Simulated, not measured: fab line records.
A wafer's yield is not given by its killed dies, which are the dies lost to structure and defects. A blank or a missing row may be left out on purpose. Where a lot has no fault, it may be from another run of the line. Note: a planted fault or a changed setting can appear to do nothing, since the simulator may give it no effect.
Which tool did it? / flow rit cmos / 7 lots, 21 wafers sampled, at 2 steps of a route of 202

== WHAT EACH GAUGE READ, for each wafer ==
RIT_ACTIVE_THK_MEAS_04.
lot=L859; measured=day 1 18:32; on=film metro-03; ACTIVE_NITRIDE_THK (nm)=148.8 148.7 150.0
lot=L863; measured=day 2 14:32; on=film metro-04; ACTIVE_NITRIDE_THK (nm)=146.0 147.7 147.5
lot=L867; measured=day 3 11:05; on=film metro-03; ACTIVE_NITRIDE_THK (nm)=149.2 149.4 148.6
lot=L869; measured=day 3 20:32; on=film metro-02; ACTIVE_NITRIDE_THK (nm)=149.1 149.5 149.8
lot=L871; measured=day 4 06:32; on=film metro-04; ACTIVE_NITRIDE_THK (nm)=148.7 148.8 148.3
lot=L873; measured=day 4 16:32; on=film metro-04; ACTIVE_NITRIDE_THK (nm)=150.7 150.7 148.8
lot=L880; measured=day 6 03:32; on=film metro-03; ACTIVE_NITRIDE_THK (nm)=123.8 121.8 121.5 123.8 121.8 121.6

== TOOL THAT RAN EACH LOT (tool first, then ch and the chambers of the sampled wafers, then the start) ==
lot=L859; RIT_ACTIVE_CVD_03=lpcvd-01 ch 1, day 1 17:07
lot=L863; RIT_ACTIVE_CVD_03=lpcvd-01 ch 0, day 2 13:07
lot=L867; RIT_ACTIVE_CVD_03=lpcvd-02 ch 1, day 3 09:40
lot=L869; RIT_ACTIVE_CVD_03=lpcvd-01 ch 1, day 3 19:07
lot=L871; RIT_ACTIVE_CVD_03=lpcvd-02 ch 1, day 4 05:07
lot=L873; RIT_ACTIVE_CVD_03=lpcvd-01 ch 0, day 4 15:07
lot=L880; RIT_ACTIVE_CVD_03=lpcvd-02 ch 0, day 6 02:07
- RIT_ACTIVE_CVD_03: deposits Si3N4 from SiH2Cl2/NH3, target thk 150 nm, time 1500 s.

== THE ANSWER, worked out from the rows above alone ==
Rule: usual is defined by the lots themselves. The widest of any qualifying gaps counts: lots, ordered by their means at a reading, are off when they make up no more than a third of the lots, leave a main group of 4 or more, and stand apart from it by 3 or more times the standard deviation of that group's means. The tables above print the reading to a certain number of digits; a main group whose means all agree to those digits is not used. A lot without any number at a reading at which 4 lots or more have one is off too. The other lots that the step has rows for count as sound.
Off: L880, at RIT_ACTIVE_THK_MEAS_04 (ACTIVE_NITRIDE_THK). Mean 148.9 nm and standard deviation 0.93 in the main group.
A tool fits if, at a process step before that reading, it ran every lot that is off, and no sound lot after the first of them. Those tools and the gauges at RIT_ACTIVE_THK_MEAS_04 are tried in the same way. 2 tools fit, lpcvd-02 at RIT_ACTIVE_CVD_03 and film metro-03 at RIT_ACTIVE_THK_MEAS_04, so this cannot tell which one it is.

== WHAT WAS PUT IN BY THE SIMULATOR ==
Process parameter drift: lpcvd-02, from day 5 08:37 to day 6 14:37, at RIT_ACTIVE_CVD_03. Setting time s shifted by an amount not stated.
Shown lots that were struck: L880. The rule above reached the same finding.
